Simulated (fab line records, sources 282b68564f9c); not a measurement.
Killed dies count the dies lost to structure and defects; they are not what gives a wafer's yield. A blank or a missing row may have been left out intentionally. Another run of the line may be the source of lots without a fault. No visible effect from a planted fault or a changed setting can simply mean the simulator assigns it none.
Problem report, 8D (eight disciplines) form, completed by code | flow ritCmos | the parts of the form that need people (team, actions taken, sign-off) are left out

== 1. WHAT WENT WRONG ==
Mean CONTACT_TEOS_THK at RIT_CONTACT_THK_MEAS_01: 371 nm over 2 wafers in 2 lots; fault-free wafers: 402 nm, standard deviation 4.9. Relative to the usual mean, that is a shift of -6.3 standard deviations.
Earliest sighting: wafer L100.6 on filmMetro-02 at day 7 06:40. The record holds 42 wafers of 14 lots with a number at this step. By rule, "out" or "out of limits" means more than 4 standard deviations away from the usual mean. All remaining wafers that have a number are taken as sound.

== 2. WHAT IT IS AND WHAT IT IS NOT ==
question                    | is                         | is not
which readings at this step | CONTACT_TEOS_THK           | -
which lots                  | L100, L103                 | L104, L981, L982, L983, L984, L985, L986, L987, L988, L990, L993, L994
which wafers of those lots  | L100.6, L103.5             | L100.1, L100.3, L103.1, L103.4
read on which gauges        | filmMetro-02, filmMetro-04 | filmMetro-01
when                        | from day 7 06:40           | up to then (35 sound wafers); but 5 sound wafers of L103, L104 came after

== 3. SUSPECTS, AND WHAT RULES EACH OUT ==
Counting: if a tool at a process step up to the reading ran every lot that is out, it stays a suspect. Sound lots after the first of them don't rule it out here, since some wafers of a struck lot are sound.
- the gauge at RIT_CONTACT_THK_MEAS_01 has been ruled out. The wafers that are out were read on 2 gauges (filmMetro-02, filmMetro-04).
- pecvd-04 at RIT_CONTACT_CVD_00 (deposits SiO2 from TEOS, target thk 400 nm, time 61 s): kept. Every lot that is out went through it, the first being L100 (day 7 06:37); the last sound lot it ran before that was L994 (day 5 23:37).
- Within pecvd-04 at RIT_CONTACT_CVD_00: the wafers that are out ran in chamber 0; their sound lot-mates ran in chambers 1, 2.
Left after counting: pecvd-04 at RIT_CONTACT_CVD_00.

== 4. THE CAUSE (what the simulator had put in) ==
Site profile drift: pecvd-04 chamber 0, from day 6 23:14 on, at RIT_CONTACT_CVD_00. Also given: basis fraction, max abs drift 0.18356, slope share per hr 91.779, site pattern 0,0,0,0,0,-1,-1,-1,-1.
Counting left only this tool.

== 5. SEQUENCE OF EFFECTS, ordered by route ==
One row per reading whose mean, taken over the struck wafers that have a number, lies over 3 standard deviations from the usual. Readings are gone through only where the record gives a usual standard deviation; hours: the median, over the lots, of the time from a lot's start at the first step in this table giving one to that lot's start at this step; sigmas: the change measured in usual standard deviations.
hours | step                    | reading          | usual  | on struck wafers | change | sigmas
0     | RIT_CONTACT_THK_MEAS_01 | CONTACT_TEOS_THK | 402 nm | 371              | -31    | -6.3

== 6. WHAT WOULD HAVE CAUGHT IT SOONER ==
Counted from the fault's start at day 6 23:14, it took 7 hours until the first out-of-limits reading at a measuring or inspecting step in this record, taken at day 7 06:40.
Of the tool readings at RIT_CONTACT_CVD_00 for which the record gives a usual standard deviation, none was out on any struck wafer, so an alarm limit of 4 standard deviations on them would not have fired.
Of the lots that are out (2), L103 began RIT_CONTACT_CVD_00 on pecvd-04 after day 7 06:40. A tool hold placed at that time would have kept it from harm.
